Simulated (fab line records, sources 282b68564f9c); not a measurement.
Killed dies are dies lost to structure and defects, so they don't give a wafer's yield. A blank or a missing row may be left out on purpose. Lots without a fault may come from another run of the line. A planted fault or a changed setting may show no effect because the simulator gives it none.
A struck lot beside a sound one | flow rit_cmos | 22 steps out of a route of 202
Sound: wafers L950.2, L950.4, L950.5. Struck: wafers L958.3, L958.4, L958.5. The cause comes at the end.
At each step with rows: each side's tool, then ch and its chambers, then its first start. Under that, the readings that differ: sound wafers | struck wafers | difference of the means | sigmas: that difference in standard deviations of wafers without a fault.
alike: readings whose means differ by less than 2 such deviations, and words and numbers that are the same on both sides. not compared: withheld readings, readings that some wafer has no value for, bounds like >300 that may hide the same value, and numbers for which the record gives no deviation and whose values overlap.
The two part at a step that has a row with sigmas, a row that says differs or no value, or rows on one side only. Numbers that don't overlap but have no deviation are shown without sigmas and don't part them. A reading that every wafer of one side lacks parts them only if that side has two wafers or more.

first, 2 steps without rows for these wafers: RIT_NSD_HARDBAKE_07 (time 60 s); RIT_NSD_IMPLANT_08.
RIT_NSD_STRIP_09: strips in O2, time 180 s.
  sound on plasma_asher-01 ch 0,1, day 2 23:11; struck on plasma_asher-03 ch 0,1, day 4 16:06
  reading                     | sound       | struck      | difference | sigmas
  drypump_motor_current_A (A) | 5.1 4.7 5.2 | 5.9 5.9 5.9 | +0.9       | +2
  not compared: rf_hours_counter_h
RIT_NSD_TW_MEAS_10:
  sound on film_metro-01, day 2 23:22; struck on film_metro-01, day 4 16:14
  alike: NSD_TW
then, 6 steps without rows for these wafers: RIT_PSD_HMDS_00 (prime time 60 s); RIT_PSD_COAT_01 (resist thk 1000 nm); RIT_PSD_SOFTBAKE_02 (time 60 s); RIT_PSD_EXPOSE_03 (exposes mask M10, target cd 40900 nm); RIT_PSD_PEB_04; RIT_PSD_DEVELOP_05 (develop time 50 s).
RIT_PSD_OVL_MEAS_06:
  sound on overlay-02, day 3 00:24; struck on overlay-01, day 4 17:16
  alike: PSD_OVL
then, 1 step without rows for these wafers: RIT_PSD_HARDBAKE_07 (time 60 s).
RIT_PSD_IMPLANT_08:
  sound on implanter-02 ch 0, day 3 00:36; struck on implanter-02 ch 0, day 4 17:29
  reading                   | sound                | struck               | difference | sigmas
  beam_energy_keV           | 26.997 27.004 27.001 | 25.996 25.993 26.005 | -1.003     | -99 or more
  model.implant.rp_nm (nm)  | 21.65 21.65 21.65    | 21.24 21.24 21.24    | -0.41      |
  model.implant.drp_nm (nm) | 12.05 12.05 12.05    | 11.73 11.73 11.73    | -0.32      |
  alike: dose_ions_cm2
RIT_PSD_STRIP_09: strips in O2, time 180 s.
  sound on plasma_asher-02 ch 0,1, day 3 00:44; struck on plasma_asher-03 ch 0,1, day 4 17:38
  alike: drypump_motor_current_A
  not compared: rf_hours_counter_h
RIT_PSD_TW_MEAS_10:
  sound on film_metro-04, day 3 00:55; struck on film_metro-01, day 4 17:47
  alike: PSD_TW
then, 3 steps without rows for these wafers: RIT_SDANNEAL_CLEAN_00 (cleans in SC1, time 600 s); RIT_SDANNEAL_CLEAN_01 (cleans in dHF, time 31.36 s); RIT_SDANNEAL_CLEAN_02 (cleans in SC2, time 600 s).
RIT_SDANNEAL_RTA_03: time 5 s.
  sound on rtp_anneal-01 ch 0, day 3 01:20; struck on rtp_anneal-01 ch 0, day 4 18:12
  alike: anneal_temp_c_max, wafer_temp_C_max
RIT_SDANNEAL_RS_MEAS_04: measures by four-point-probe.
  sound on film_metro-03, day 3 01:25; struck on film_metro-04, day 4 18:17
  reading         | sound                | struck               | difference | sigmas
  PSD_RS (ohm/sq) | 115.63 115.76 115.86 | 118.36 118.18 118.09 | +2.46      | +10
RIT_SDANNEAL_RS_MEAS_05: measures by four-point-probe.
  sound on film_metro-03, day 3 01:32; struck on film_metro-04, day 4 18:24
  alike: NSD_RS
RIT_M1_PROBE_99:
  sound on prober-02, day 3 09:00; struck on prober-01, day 5 02:38
  alike: killed_at_contacts, killed_at_front_end, killed_dies, killed_on_rim, killed_open, killed_short

WHERE THEY PART
First at RIT_NSD_STRIP_09; last, within this record, at RIT_SDANNEAL_RS_MEAS_04. Later steps at which nothing parts them and some readings are alike: RIT_SDANNEAL_RS_MEAS_05, RIT_M1_PROBE_99.

WHY: what the simulator had put in
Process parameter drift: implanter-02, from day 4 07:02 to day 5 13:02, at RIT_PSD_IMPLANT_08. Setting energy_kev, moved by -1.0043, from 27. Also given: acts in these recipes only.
